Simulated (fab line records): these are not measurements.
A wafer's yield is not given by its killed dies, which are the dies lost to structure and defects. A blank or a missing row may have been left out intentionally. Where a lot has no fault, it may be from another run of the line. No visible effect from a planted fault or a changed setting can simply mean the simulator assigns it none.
fab line records ; flow berkeley_cmos170
record: lots: 5; wafers: 23
route steps=331 shown M2@283 V2@294 M3@310
start_h: the number of hours between the record's first day and the start of the first shown wafer of the lot ; wait_h: how many hours have passed since the lot's step before this one ; " identical to the entry in the row above ; L1.1+2: a single row standing in for several wafers ; - no value present, or no start provided ; * or withheld: withheld ; < > ~ a bound
route shown NAME@n: a module of which the file shows steps, and the number in the route of the first ; usual: mean/standard deviation of fault-free wafers ; same: alike in all rows ; chamber/n: place in a boat ; sites: the reading at each site ; _std_site: their standard deviation ; _edge_site: the outer-site mean with the inner-site mean subtracted ; radius_mm: how far each site lies from the wafer's centre ; mask NAME#n: copy n ; behind: the most recent tool/chamber to have shaped the wafer ; hold: the reason the lot was held/the length of the hold in hours/how it ended ; device: whichever transistor did not switch (one of n, p or np) ; end of line: at the end of the route, the tests of the same wafers ; step lacking rows: just its recipe ; killed: the dies lost at the first sort to structure and to defects; this is not the yield of the wafer ; map: a wafer's dies, marking killed ones x, the rest . and places with no die _
set.NAME: the setting the step ran with; set.NAME@STEP: the setting that earlier step ran with ; model.NAME: the simulator's own value behind a step, which no gauge read
lots run with intentionally changed settings; tables by step, rows by wafer
== steps ==
step: UCB170_M2_EXPOSE_12
recipe: mask_id: METAL2; target_cd_nm: 700; na: 0.5; sigma_outer: 0.6; source_shape: conventional; dose_mj: 26
lot.wafer;tool;chamber;start_h;wait_h;mask;set.dose_mj
L074.1+2+3+5+6;krf_scanner-02;0;174.30;-;METAL2#0;26
L077.1+2+3;krf_scanner-02;0;197.71;-;METAL2#0;25.45
L077.4+5;krf_scanner-02;0;197.71;-;METAL2#0;26
L078.1+2+4;krf_scanner-01;0;200.28;-;METAL2#0;26
L078.5+6;krf_scanner-01;0;200.28;-;METAL2#0;24.23
L080.2+3+4;krf_scanner-02;0;218.48;-;METAL2#0;27.47
L080.5+6;krf_scanner-02;0;218.48;-;METAL2#0;26
L084.2+4+5;krf_scanner-02;0;241.94;-;METAL2#0;26
step: UCB170_M2_PEB_13
recipe: peb_temp_c: 130; peb_time_s: withheld; resist: KrF
step: UCB170_M2_DEVELOP_14
recipe: developer: TMAH; develop_time_s: 45; resist: KrF; dev_temp_c: 21
step: UCB170_M2_CD_MEAS_15
recipe: target_cd_nm: 700
usual: cd_nm: 699.7/1.5
lot.wafer;tool;chamber;start_h;wait_h;set.dose_mj@M2_EXPOSE_12;cd_nm
L074.1;cd_sem-01;-;174.70;-;26;696.9
L074.2;cd_sem-01;-;174.70;-;26;698.4
L074.3;cd_sem-01;-;174.70;-;26;697.5
L074.5;cd_sem-01;-;174.70;-;26;697.7
L074.6;cd_sem-01;-;174.70;-;26;697.4
L077.1;cd_sem-02;-;198.79;-;25.45;703.3
L077.2;cd_sem-02;-;198.79;-;25.45;701.3
L077.3;cd_sem-02;-;198.79;-;25.45;702.5
L077.4;cd_sem-02;-;198.79;-;26;699.4
L077.5;cd_sem-02;-;198.79;-;26;700.0
L078.1;cd_sem-01;-;200.88;-;26;699.9
L078.2;cd_sem-01;-;200.88;-;26;701.2
L078.4;cd_sem-01;-;200.88;-;26;700.3
L078.5;cd_sem-01;-;200.88;-;24.23;712.8
L078.6;cd_sem-01;-;200.88;-;24.23;712.6
L080.2;cd_sem-01;-;219.70;-;27.47;691.5
L080.3;cd_sem-01;-;219.70;-;27.47;691.5
L080.4;cd_sem-01;-;219.70;-;27.47;692.9
L080.5;cd_sem-01;-;219.70;-;26;701.5
L080.6;cd_sem-01;-;219.70;-;26;702.2
L084.2;cd_sem-01;-;242.33;-;26;698.2
L084.4;cd_sem-01;-;242.33;-;26;698.4
L084.5;cd_sem-01;-;242.33;-;26;698.2
step: UCB170_M2_ETCH_17
recipe: chemistry: N2/H2; target_depth_a: withheld; overetch_a: withheld; target: BARC; time_s: withheld; source_w: 500; bias_w: 102.4; pressure_mtorr: 30; n2_flow_sccm: 100; h2_flow_sccm: 200
lot.wafer;tool;chamber;start_h;wait_h;set.dose_mj@M2_EXPOSE_12;model.M2.cd_nm
L074.1+6;rie_diel-03;2,1;174.85;0.0;26;696.9
L074.2;rie_diel-03;1;174.85;0.0;26;698.3
L074.3;rie_diel-03;3;174.85;0.0;26;697.9
L074.5;rie_diel-03;2;174.85;0.0;26;698.2
L077.1;rie_diel-03;1;198.94;0.0;25.45;703.4
L077.2;rie_diel-03;0;198.94;0.0;25.45;701
L077.3;rie_diel-03;3;198.94;0.0;25.45;702.9
L077.4;rie_diel-03;2;198.94;0.0;26;699.9
L077.5;rie_diel-03;1;198.94;0.0;26;699.2
L078.1;rie_diel-02;2;201.04;0.0;26;699.3
L078.2;rie_diel-02;1;201.04;0.0;26;701.1
L078.4;rie_diel-02;0;201.04;0.0;26;700.3
L078.5;rie_diel-02;2;201.04;0.0;24.23;712.2
L078.6;rie_diel-02;1;201.04;0.0;24.23;712.1
L080.2;rie_diel-02;1;219.83;0.0;27.47;691.6
L080.3;rie_diel-02;2;219.83;0.0;27.47;691
L080.4;rie_diel-02;0;219.83;0.0;27.47;693.2
L080.5;rie_diel-02;3;219.83;0.0;26;701.7
L080.6;rie_diel-02;0;219.83;0.0;26;702.1
L084.2;rie_diel-03;3;242.47;0.0;26;699.2
L084.4;rie_diel-03;0;242.47;0.0;26;698.7
L084.5;rie_diel-03;1;242.47;0.0;26;698.5
step: UCB170_M2_METAL_ETCH_18
recipe: chemistry: Cl2/BCl3; target: Al; stop_on: SiO2; pressure_mtorr: 12; target_depth_a: 11700; over_etch_frac: 0.3; time_s: 195; icp_w: 600; bias_w: 120; Cl2_flow_sccm: 90; bcl3_flow_sccm: 45
step: UCB170_M2_STRIP_19
recipe: chemistry: O2; power_w: 400; pressure_mtorr: 3500; platen_temp_c: withheld; o2_flow_sccm: 400; overash_fraction: 0.5
step: UCB170_M2_CD_MEAS_90
recipe: target_cd_nm: 700
usual: cd_nm: 699/3
lot.wafer;tool;chamber;start_h;wait_h;set.dose_mj@M2_EXPOSE_12;cd_nm
L074.1;cd_sem-02;-;175.18;0.1;26;693
L074.2;cd_sem-02;-;175.18;0.1;26;700
L074.3;cd_sem-02;-;175.18;0.1;26;694
L074.5;cd_sem-02;-;175.18;0.1;26;695
L074.6;cd_sem-02;-;175.18;0.1;26;694
L077.1;cd_sem-01;-;199.27;0.1;25.45;706
L077.2;cd_sem-01;-;199.27;0.1;25.45;704
L077.3;cd_sem-01;-;199.27;0.1;25.45;708
L077.4;cd_sem-01;-;199.27;0.1;26;700
L077.5;cd_sem-01;-;199.27;0.1;26;701
L078.1;cd_sem-01;-;201.37;0.1;26;699
L078.2;cd_sem-01;-;201.37;0.1;26;700
L078.4;cd_sem-01;-;201.37;0.1;26;697
L078.5;cd_sem-01;-;201.37;0.1;24.23;708
L078.6;cd_sem-01;-;201.37;0.1;24.23;712
L080.2;cd_sem-02;-;220.18;0.1;27.47;690
L080.3;cd_sem-02;-;220.18;0.1;27.47;691
L080.4;cd_sem-02;-;220.18;0.1;27.47;696
L080.5;cd_sem-02;-;220.18;0.1;26;703
L080.6;cd_sem-02;-;220.18;0.1;26;700
L084.2;cd_sem-02;-;242.82;0.1;26;697
L084.4;cd_sem-02;-;242.82;0.1;26;700
L084.5;cd_sem-02;-;242.82;0.1;26;697
step: UCB170_V2_CMP_02
recipe: material: SiO2; down_force_psi: 6; platen_rpm: 60; pad_velocity_m_s: 0.75398
lot.wafer;tool;chamber;start_h;wait_h;set.leave_above_ref_nm;model.SiO2_of_V2_CVD_00.thk_nm
L074.2+3;cmp-01;3,0;175.57;0.1;1057;-
L074.1+5;cmp-01;1,3;175.57;0.1;1000;1000
L074.6;cmp-01;2;175.57;0.1;1000;-
L077.4+5;cmp-01;3,0;199.61;0.0;1000;-
L077.1;cmp-01;0;199.61;0.0;1000;1001
L077.2;cmp-01;1;199.61;0.0;942.7;-
L077.3;cmp-01;2;199.61;0.0;942.7;944
L078.1;cmp-02;3;201.71;0.1;1000;999.3
L078.2;cmp-02;0;201.71;0.1;1000;1000
L078.4;cmp-02;2;201.71;0.1;1000;999.7
L078.5;cmp-02;3;201.71;0.1;1000;1001
L078.6;cmp-02;0;201.71;0.1;1000;999.1
L080.4;cmp-02;2;220.50;0.0;940.8;-
L080.2;cmp-02;3;220.50;0.0;1000;999.7
L080.3;cmp-02;0;220.50;0.0;1000;-
L080.5;cmp-02;2;220.50;0.0;940.8;940.4
L080.6;cmp-02;3;220.50;0.0;1000;998.9
L084.2;cmp-02;1;243.18;0.1;1000;999
L084.4;cmp-02;2;243.18;0.1;1000;998.5
L084.5;cmp-02;1;243.18;0.1;1000;998.8
step: UCB170_V2_THK_MEAS_04
recipe: reads: SiO2_of_V2_CVD_00
usual: V2_POLISHED_THK: 1000.0/0.94
lot.wafer;tool;chamber;start_h;wait_h;set.leave_above_ref_nm@V2_CMP_02;V2_POLISHED_THK[nm]
L074.1;film_metro-02;-;175.94;0.1;1000;1000.4
L074.2;film_metro-02;-;175.94;0.1;1057;1057.0
L074.3;film_metro-02;-;175.94;0.1;1057;1057.5
L074.5;film_metro-02;-;175.94;0.1;1000;1000.3
L074.6;film_metro-02;-;175.94;0.1;1000;999.8
L077.1;film_metro-01;-;200.03;0.1;1000;1001.0
L077.2;film_metro-01;-;200.03;0.1;942.7;943.3
L077.3;film_metro-01;-;200.03;0.1;942.7;943.4
L077.4;film_metro-01;-;200.03;0.1;1000;1002.1
L077.5;film_metro-01;-;200.03;0.1;1000;1000.2
L078.1;film_metro-04;-;202.13;0.1;1000;999.6
L078.2;film_metro-04;-;202.13;0.1;1000;999.5
L078.4;film_metro-04;-;202.13;0.1;1000;1000.5
L078.5;film_metro-04;-;202.13;0.1;1000;1001.0
L078.6;film_metro-04;-;202.13;0.1;1000;998.6
L080.2;film_metro-01;-;220.93;0.1;1000;999.5
L080.3;film_metro-01;-;220.93;0.1;1000;998.8
L080.4;film_metro-01;-;220.93;0.1;940.8;940.8
L080.5;film_metro-01;-;220.93;0.1;940.8;940.1
L080.6;film_metro-01;-;220.93;0.1;1000;998.7
L084.2;film_metro-02;-;243.56;0.1;1000;999.3
L084.4;film_metro-02;-;243.56;0.1;1000;998.4
L084.5;film_metro-02;-;243.56;0.1;1000;999.0
step: UCB170_V2_PEB_10
recipe: peb_temp_c: 130; peb_time_s: withheld; resist: KrF
lot.wafer;tool;chamber;start_h;wait_h;set.peb_temp_c
L074.1+2+3+5+6;litho_track-03;0;179.88;0.1;130
L077.1+5;litho_track-04;0;201.24;0.1;130
L077.2+3+4;litho_track-04;0;201.24;0.1;131.7
L078.1+2;litho_track-01;0;203.07;0.1;133.1
L078.4+5+6;litho_track-01;0;203.07;0.1;130
L080.2+4;litho_track-03;0;222.33;0.3;132.1
L080.3+5+6;litho_track-03;0;222.33;0.3;130
L084.2+4+5;litho_track-03;0;244.52;0.1;130
step: UCB170_V2_DEVELOP_11
recipe: developer: TMAH; develop_time_s: 45; resist: KrF; dev_temp_c: 21
step: UCB170_V2_CD_MEAS_12
recipe: target_cd_nm: 700
usual: cd_nm: 699.5/1.1
lot.wafer;tool;chamber;start_h;wait_h;set.peb_temp_c@V2_PEB_10;cd_nm
L074.1;cd_sem-01;-;180.15;-;130;698.0
L074.2;cd_sem-01;-;180.15;-;130;697.6
L074.3;cd_sem-01;-;180.15;-;130;697.6
L074.5;cd_sem-01;-;180.15;-;130;699.0
L074.6;cd_sem-01;-;180.15;-;130;698.3
L077.1;cd_sem-02;-;201.51;-;130;699.8
L077.2;cd_sem-02;-;201.51;-;131.7;710.4
L077.3;cd_sem-02;-;201.51;-;131.7;709.8
L077.4;cd_sem-02;-;201.51;-;131.7;709.9
L077.5;cd_sem-02;-;201.51;-;130;699.6
L078.1;cd_sem-01;-;203.34;-;133.1;716.9
L078.2;cd_sem-01;-;203.34;-;133.1;719.2
L078.4;cd_sem-01;-;203.34;-;130;699.9
L078.5;cd_sem-01;-;203.34;-;130;699.4
L078.6;cd_sem-01;-;203.34;-;130;700.9
L080.2;cd_sem-02;-;222.60;-;132.1;712.3
L080.3;cd_sem-02;-;222.60;-;130;698.8
L080.4;cd_sem-02;-;222.60;-;132.1;712.0
L080.5;cd_sem-02;-;222.60;-;130;700.0
L080.6;cd_sem-02;-;222.60;-;130;698.9
L084.2;cd_sem-01;-;244.79;-;130;698.7
L084.4;cd_sem-01;-;244.79;-;130;698.8
L084.5;cd_sem-01;-;244.79;-;130;698.5
step: UCB170_V2_ETCH_14
recipe: chemistry: CHF3/CF4/Ar; target: SiO2; stop_on: Al; CHF3_flow_sccm: 45; cf4_flow_sccm: 15; Ar_flow_sccm: 150; pressure_mtorr: 200; rf_w: 700; target_depth_a: 12500; over_etch_frac: 0.25; time_s: 291
usual: oes_product_au: 0.875/0.012
lot.wafer;tool;chamber;start_h;wait_h;set.leave_above_ref_nm@V2_CMP_02;oes_product_au;model.etch.depth_nm;model.V2.feature_depth_nm
L074.1;rie_diel-02;0;180.31;0.0;1000;0.873;1000;1000
L074.2;rie_diel-02;2;180.31;0.0;1057;0.899;-;1058
L074.3;rie_diel-02;1;180.31;0.0;1057;0.892;-;1058
L074.5;rie_diel-02;3;180.31;0.0;1000;0.861;1000;1000
L074.6;rie_diel-02;0;180.31;0.0;1000;0.866;-;1000
L077.1;rie_diel-01;0;201.67;0.0;1000;0.892;1001;1001
L077.2;rie_diel-01;1;201.67;0.0;942.7;0.860;-;943.8
L077.3;rie_diel-01;3;201.67;0.0;942.7;0.835;944;944
L077.4;rie_diel-01;2;201.67;0.0;1000;0.878;-;1001
L077.5;rie_diel-01;3;201.67;0.0;1000;0.861;-;1000
L078.1;rie_diel-02;2;203.50;0.0;1000;0.873;-;999.6
L078.2;rie_diel-02;0;203.50;0.0;1000;0.878;1000;1000
L078.4;rie_diel-02;1;203.50;0.0;1000;0.864;999.7;999.7
L078.5;rie_diel-02;3;203.50;0.0;1000;0.863;-;1001
L078.6;rie_diel-02;2;203.50;0.0;1000;0.879;999.1;999.3
L080.2;rie_diel-02;2;222.73;0.0;1000;0.875;999.7;999.9
L080.3;rie_diel-02;0;222.73;0.0;1000;0.874;-;999.4
L080.4;rie_diel-02;3;222.73;0.0;940.8;0.831;-;940.9
L080.5;rie_diel-02;1;222.73;0.0;940.8;0.834;940.4;940.4
L080.6;rie_diel-02;0;222.73;0.0;1000;0.871;-;999
L084.2;rie_diel-01;1;244.93;0.0;1000;0.887;999;999
L084.4;rie_diel-01;2;244.93;0.0;1000;0.876;998.5;998.8
L084.5;rie_diel-01;3;244.93;0.0;1000;0.873;998.8;998.8
step: UCB170_V2_STRIP_15
recipe: chemistry: O2; power_w: 400; pressure_mtorr: 3500; platen_temp_c: withheld; o2_flow_sccm: 400; overash_fraction: 0.5
step: UCB170_V2_CD_MEAS_90
recipe: target_cd_nm: 700
usual: cd_nm: 699.7/1.1
lot.wafer;tool;chamber;start_h;wait_h;set.peb_temp_c@V2_PEB_10;cd_nm
L074.1;cd_sem-02;-;180.58;0.1;130;698.6
L074.2;cd_sem-02;-;180.58;0.1;130;697.8
L074.3;cd_sem-02;-;180.58;0.1;130;697.0
L074.5;cd_sem-02;-;180.58;0.1;130;698.8
L074.6;cd_sem-02;-;180.58;0.1;130;698.5
L077.1;cd_sem-02;-;201.94;0.1;130;700.2
L077.2;cd_sem-02;-;201.94;0.1;131.7;710.1
L077.3;cd_sem-02;-;201.94;0.1;131.7;709.6
L077.4;cd_sem-02;-;201.94;0.1;131.7;710.2
L077.5;cd_sem-02;-;201.94;0.1;130;699.4
L078.1;cd_sem-01;-;203.78;0.1;133.1;717.3
L078.2;cd_sem-01;-;203.78;0.1;133.1;719.9
L078.4;cd_sem-01;-;203.78;0.1;130;700.0
L078.5;cd_sem-01;-;203.78;0.1;130;700.5
L078.6;cd_sem-01;-;203.78;0.1;130;701.4
L080.2;cd_sem-02;-;223.03;0.1;132.1;712.6
L080.3;cd_sem-02;-;223.03;0.1;130;699.3
L080.4;cd_sem-02;-;223.03;0.1;132.1;712.2
L080.5;cd_sem-02;-;223.03;0.1;130;699.9
L080.6;cd_sem-02;-;223.03;0.1;130;700.1
L084.2;cd_sem-01;-;245.22;0.1;130;699.0
L084.4;cd_sem-01;-;245.22;0.1;130;699.6
L084.5;cd_sem-01;-;245.22;0.1;130;698.3
step: UCB170_M3_SPUTTER_01
recipe: material: Al; target_thk_nm: 900; time_s: 120; power_w: 6000; chamber_pressure_pa: 0.5
lot.wafer;tool;chamber;start_h;wait_h;set.power_w;model.Al_of_M3_SPUTTER_01.thk_nm
L074.1;pvd_sputter-01;-;180.77;0.0;6000;905.7
L074.2;pvd_sputter-01;-;180.77;0.0;5671;857.6
L074.3;pvd_sputter-01;-;180.77;0.0;5671;853.3
L074.5;pvd_sputter-01;-;180.77;0.0;6000;908.5
L074.6;pvd_sputter-01;-;180.77;0.0;5671;854.4
L077.1;pvd_sputter-01;-;202.13;0.0;6000;904.6
L077.2;pvd_sputter-01;-;202.13;0.0;6497;976.4
L077.3;pvd_sputter-01;-;202.13;0.0;6000;901.1
L077.4;pvd_sputter-01;-;202.13;0.0;6497;984
L077.5;pvd_sputter-01;-;202.13;0.0;6497;982.2
L078.1;pvd_sputter-04;-;203.96;0.0;6000;897.8
L078.2;pvd_sputter-04;-;203.96;0.0;6000;889.8
L078.4;pvd_sputter-04;-;203.96;0.0;6000;894.8
L078.5;pvd_sputter-04;-;203.96;0.0;6000;906.2
L078.6;pvd_sputter-04;-;203.96;0.0;6000;893
L080.2;pvd_sputter-04;-;223.20;0.0;6000;905.9
L080.3;pvd_sputter-04;-;223.20;0.0;6483;965.2
L080.4;pvd_sputter-04;-;223.20;0.0;6483;973.1
L080.5;pvd_sputter-04;-;223.20;0.0;6000;905.3
L080.6;pvd_sputter-04;-;223.20;0.0;6000;894.1
L084.2;pvd_sputter-01;-;245.39;0.0;6000;908.7
L084.4;pvd_sputter-01;-;245.39;0.0;6000;912.4
L084.5;pvd_sputter-01;-;245.39;0.0;6000;915.2
step: UCB170_M3_RS_MEAS_02
recipe: thk_meas_gauge: four-point-probe; reads: Al_of_M3_SPUTTER_01
usual: M3_AL_RS: 0.03192/0.00024
lot.wafer;tool;chamber;start_h;wait_h;set.power_w@M3_SPUTTER_01;M3_AL_RS[ohm/sq]
L074.1;film_metro-04;-;180.85;0.0;6000;0.03195
L074.2;film_metro-04;-;180.85;0.0;5671;0.03383
L074.3;film_metro-04;-;180.85;0.0;5671;0.03397
L074.5;film_metro-04;-;180.85;0.0;6000;0.0319
L074.6;film_metro-04;-;180.85;0.0;5671;0.03393
L077.1;film_metro-04;-;202.21;0.0;6000;0.03208
L077.2;film_metro-04;-;202.21;0.0;6497;0.02965
L077.3;film_metro-04;-;202.21;0.0;6000;0.0321
L077.4;film_metro-04;-;202.21;0.0;6497;0.02943
L077.5;film_metro-04;-;202.21;0.0;6497;0.02948
L078.1;film_metro-03;-;204.05;0.0;6000;0.03222
L078.2;film_metro-03;-;204.05;0.0;6000;0.03253
L078.4;film_metro-03;-;204.05;0.0;6000;0.03231
L078.5;film_metro-03;-;204.05;0.0;6000;0.03198
L078.6;film_metro-03;-;204.05;0.0;6000;0.03243
L080.2;film_metro-03;-;223.30;0.1;6000;0.03197
L080.3;film_metro-03;-;223.30;0.1;6483;0.02999
L080.4;film_metro-03;-;223.30;0.1;6483;0.02972
L080.5;film_metro-03;-;223.30;0.1;6000;0.03198
L080.6;film_metro-03;-;223.30;0.1;6000;0.0324
L084.2;film_metro-04;-;245.49;0.1;6000;0.03188
L084.4;film_metro-04;-;245.49;0.1;6000;0.03169
L084.5;film_metro-04;-;245.49;0.1;6000;0.03158
step: UCB170_M3_THK_MEAS_03
recipe: thk_meas_gauge: xrf; reads: Al_of_M3_SPUTTER_01
usual: M3_AL_THK: 902/7
lot.wafer;tool;chamber;start_h;wait_h;set.power_w@M3_SPUTTER_01;M3_AL_THK[nm]
L074.1;film_metro-04;-;180.97;0.1;6000;899
L074.2;film_metro-04;-;180.97;0.1;5671;854
L074.3;film_metro-04;-;180.97;0.1;5671;847
L074.5;film_metro-04;-;180.97;0.1;6000;901
L074.6;film_metro-04;-;180.97;0.1;5671;840
L077.1;film_metro-04;-;202.33;0.1;6000;896
L077.2;film_metro-04;-;202.33;0.1;6497;974
L077.3;film_metro-04;-;202.33;0.1;6000;896
L077.4;film_metro-04;-;202.33;0.1;6497;981
L077.5;film_metro-04;-;202.33;0.1;6497;974
L078.1;film_metro-03;-;204.17;0.1;6000;900
L078.2;film_metro-03;-;204.17;0.1;6000;885
L078.4;film_metro-03;-;204.17;0.1;6000;893
L078.5;film_metro-03;-;204.17;0.1;6000;907
L078.6;film_metro-03;-;204.17;0.1;6000;896
L080.2;film_metro-03;-;223.41;0.1;6000;905
L080.3;film_metro-03;-;223.41;0.1;6483;961
L080.4;film_metro-03;-;223.41;0.1;6483;968
L080.5;film_metro-03;-;223.41;0.1;6000;905
L080.6;film_metro-03;-;223.41;0.1;6000;890
L084.2;film_metro-04;-;245.60;0.1;6000;894
L084.4;film_metro-04;-;245.60;0.1;6000;900
L084.5;film_metro-04;-;245.60;0.1;6000;904
step: UCB170_M3_COAT_10
recipe: resist: KrF; spin_rpm: 1500; resist_thk_nm: 900
lot.wafer;tool;chamber;start_h;wait_h;set.resist_thk_nm;model.KrF_of_M3_COAT_10.thk_nm
L074.1;litho_track-01;0;-;-;900;901
L074.2+3+6;litho_track-01;0;-;-;900;-
L074.5;litho_track-01;0;-;-;900;898
L077.1;litho_track-02;0;-;-;942.1;943.1
L077.2+5;litho_track-02;0;-;-;942.1;-
L077.3;litho_track-02;0;-;-;900;902.1
L077.4;litho_track-02;0;-;-;900;-
L078.1;litho_track-02;0;-;-;900;904.5
L078.2;litho_track-02;0;-;-;942.7;945.9
L078.4;litho_track-02;0;-;-;942.7;947.6
L078.5;litho_track-02;0;-;-;900;906.2
L078.6;litho_track-02;0;-;-;900;904.6
L080.2;litho_track-01;0;-;-;900;896.4
L080.3;litho_track-01;0;-;-;869.9;-
L080.4;litho_track-01;0;-;-;900;-
L080.5;litho_track-01;0;-;-;869.9;867
L080.6;litho_track-01;0;-;-;900;898.6
L084.2;litho_track-01;0;-;-;900;897.9
L084.4;litho_track-01;0;-;-;900;900
L084.5;litho_track-01;0;-;-;900;899.3
step: UCB170_M3_METAL_ETCH_18
recipe: chemistry: Cl2/BCl3; target: Al; stop_on: SiO2; pressure_mtorr: 12; target_depth_a: 11700; over_etch_frac: 0.3; time_s: 195; icp_w: 600; bias_w: 120; Cl2_flow_sccm: 90; bcl3_flow_sccm: 45
lot.wafer;tool;chamber;start_h;wait_h;set.over_etch_frac;set.leave_above_ref_nm@V2_CMP_02;set.resist_thk_nm@M3_COAT_10;model.SiO2_of_V2_CVD_00.thk_nm;model.KrF_of_M3_COAT_10.thk_nm
L074.1;rie_metal-01;0;184.16;-;0.3;1000;900;938;209.4
L074.2;rie_metal-01;1;184.16;-;0.3;1057;900;-;-
L074.3;rie_metal-01;1;184.16;-;0.3716;1057;900;-;-
L074.5;rie_metal-01;0;184.16;-;0.3;1000;900;937.8;202.1
L074.6;rie_metal-01;1;184.16;-;0.3716;1000;900;-;-
L077.1;rie_metal-02;1;204.18;-;0.2693;1000;942.1;941.4;277.4
L077.2;rie_metal-02;0;204.18;-;0.2693;942.7;942.1;-;-
L077.3;rie_metal-02;0;204.18;-;0.2693;942.7;900;883.9;229.3
L077.4;rie_metal-02;1;204.18;-;0.3;1000;900;-;-
L077.5;rie_metal-02;0;204.18;-;0.3;1000;942.1;-;-
L078.1;rie_metal-01;1;206.24;-;0.3779;1000;900;932.8;165.1
L078.2;rie_metal-01;0;206.24;-;0.3;1000;942.7;937.8;250.6
L078.4;rie_metal-01;0;206.24;-;0.3;1000;942.7;937.3;246.6
L078.5;rie_metal-01;0;206.24;-;0.3;1000;900;938.5;210.3
L078.6;rie_metal-01;1;206.24;-;0.3779;1000;900;932.6;173
L080.2;rie_metal-03;0;225.48;-;0.3;1000;900;939;213.9
L080.3;rie_metal-03;0;225.48;-;0.3;1000;869.9;-;-
L080.4;rie_metal-03;1;225.48;-;0.3;940.8;900;-;-
L080.5;rie_metal-03;1;225.48;-;0.3;940.8;869.9;879;180.6
L080.6;rie_metal-03;0;225.48;-;0.3;1000;900;938.2;216.3
L084.2;rie_metal-02;0;247.84;-;0.3;1000;900;937.3;208.1
L084.4;rie_metal-02;1;247.84;-;0.3;1000;900;937;211.1
L084.5;rie_metal-02;1;247.84;-;0.3;1000;900;937.2;209.4
step: UCB170_M3_STRIP_19
recipe: chemistry: O2; power_w: 400; pressure_mtorr: 3500; platen_temp_c: withheld; o2_flow_sccm: 400; overash_fraction: 0.5
usual: oes_product_au: 0.543/0.01
lot.wafer;tool;chamber;start_h;wait_h;set.resist_thk_nm@M3_COAT_10;set.over_etch_frac@M3_METAL_ETCH_18;oes_product_au
L074.1;plasma_asher-01;1;184.35;0.1;900;0.3;0.535
L074.2;plasma_asher-01;0;184.35;0.1;900;0.3;0.536
L074.3;plasma_asher-01;1;184.35;0.1;900;0.3716;0.490
L074.5;plasma_asher-01;0;184.35;0.1;900;0.3;0.538
L074.6;plasma_asher-01;1;184.35;0.1;900;0.3716;0.495
L077.1;plasma_asher-02;1;204.36;0.1;942.1;0.2693;0.607
L077.2;plasma_asher-02;0;204.36;0.1;942.1;0.2693;0.608
L077.3;plasma_asher-02;0;204.36;0.1;900;0.2693;0.563
L077.4;plasma_asher-02;1;204.36;0.1;900;0.3;0.543
L077.5;plasma_asher-02;0;204.36;0.1;942.1;0.3;0.595
L078.1;plasma_asher-01;1;206.43;0.1;900;0.3779;0.499
L078.2;plasma_asher-01;0;206.43;0.1;942.7;0.3;0.589
L078.4;plasma_asher-01;1;206.43;0.1;942.7;0.3;0.583
L078.5;plasma_asher-01;0;206.43;0.1;900;0.3;0.544
L078.6;plasma_asher-01;1;206.43;0.1;900;0.3779;0.499
L080.2;plasma_asher-02;1;225.67;0.1;900;0.3;0.543
L080.3;plasma_asher-02;1;225.67;0.1;869.9;0.3;0.515
L080.4;plasma_asher-02;0;225.67;0.1;900;0.3;0.528
L080.5;plasma_asher-02;0;225.67;0.1;869.9;0.3;0.510
L080.6;plasma_asher-02;1;225.67;0.1;900;0.3;0.549
L084.2;plasma_asher-01;0;248.03;0.1;900;0.3;0.538
L084.4;plasma_asher-01;0;248.03;0.1;900;0.3;0.553
L084.5;plasma_asher-01;0;248.03;0.1;900;0.3;0.541
== key ==
split: step: UCB170_M2_EXPOSE_12; setting: dose_mj; stated: 26; by: wafer
response: step: UCB170_M2_CD_MEAS_15; reading: cd_nm; change: -1.75; per: 1%; r: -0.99
response: step: UCB170_M2_ETCH_17; reading: model.M2.cd_nm; change: -1.73; per: 1%; r: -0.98
response: step: UCB170_M2_CD_MEAS_90; reading: cd_nm; change: -1.67; per: 1%; r: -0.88
split: step: UCB170_V2_CMP_02; setting: leave_above_ref_nm; stated: 1000; by: wafer
response: step: UCB170_V2_CMP_02; reading: model.SiO2_of_V2_CVD_00.thk_nm; change: +9.94; per: 1%; r: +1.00
response: step: UCB170_V2_THK_MEAS_04; reading: V2_POLISHED_THK; change: +9.99; per: 1%; r: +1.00
response: step: UCB170_V2_ETCH_14; reading: oes_product_au; change: +0.00573; per: 1%; r: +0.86
response: step: UCB170_V2_ETCH_14; reading: model.etch.depth_nm; change: +9.97; per: 1%; r: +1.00
response: step: UCB170_V2_ETCH_14; reading: model.V2.feature_depth_nm; change: +10; per: 1%; r: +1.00
response: step: UCB170_M3_METAL_ETCH_18; reading: model.SiO2_of_V2_CVD_00.thk_nm; change: +10.1; per: 1%; r: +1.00
split: step: UCB170_V2_PEB_10; setting: peb_temp_c; stated: 130; by: wafer
response: step: UCB170_V2_CD_MEAS_12; reading: cd_nm; change: +7.7; per: 1%; r: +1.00
response: step: UCB170_V2_CD_MEAS_90; reading: cd_nm; change: +7.67; per: 1%; r: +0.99
split: step: UCB170_M3_SPUTTER_01; setting: power_w; stated: 6000; by: wafer
response: step: UCB170_M3_SPUTTER_01; reading: model.Al_of_M3_SPUTTER_01.thk_nm; change: +9.01; per: 1%; r: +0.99
response: step: UCB170_M3_RS_MEAS_02; reading: M3_AL_RS; change: -0.000308; per: 1%; r: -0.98
response: step: UCB170_M3_THK_MEAS_03; reading: M3_AL_THK; change: +9.02; per: 1%; r: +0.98
split: step: UCB170_M3_COAT_10; setting: resist_thk_nm; stated: 900; by: wafer
response: step: UCB170_M3_COAT_10; reading: model.KrF_of_M3_COAT_10.thk_nm; change: +8.83; per: 1%; r: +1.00
response: step: UCB170_M3_METAL_ETCH_18; reading: model.KrF_of_M3_COAT_10.thk_nm; change: +12.4; per: 1%; r: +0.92
response: step: UCB170_M3_STRIP_19; reading: oes_product_au; slope: +0.00925; per: 1%; together_with: over_etch_frac@M3_METAL_ETCH_18; explained: 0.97
split: step: UCB170_M3_METAL_ETCH_18; setting: over_etch_frac; stated: 0.3; by: wafer
response: step: UCB170_M3_METAL_ETCH_18; reading: model.KrF_of_M3_COAT_10.thk_nm; slope: -1.44; per: 1%; together_with: resist_thk_nm@M3_COAT_10; explained: 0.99
response: step: UCB170_M3_STRIP_19; reading: oes_product_au; slope: -0.00174; per: 1%; together_with: resist_thk_nm@M3_COAT_10; explained: 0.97
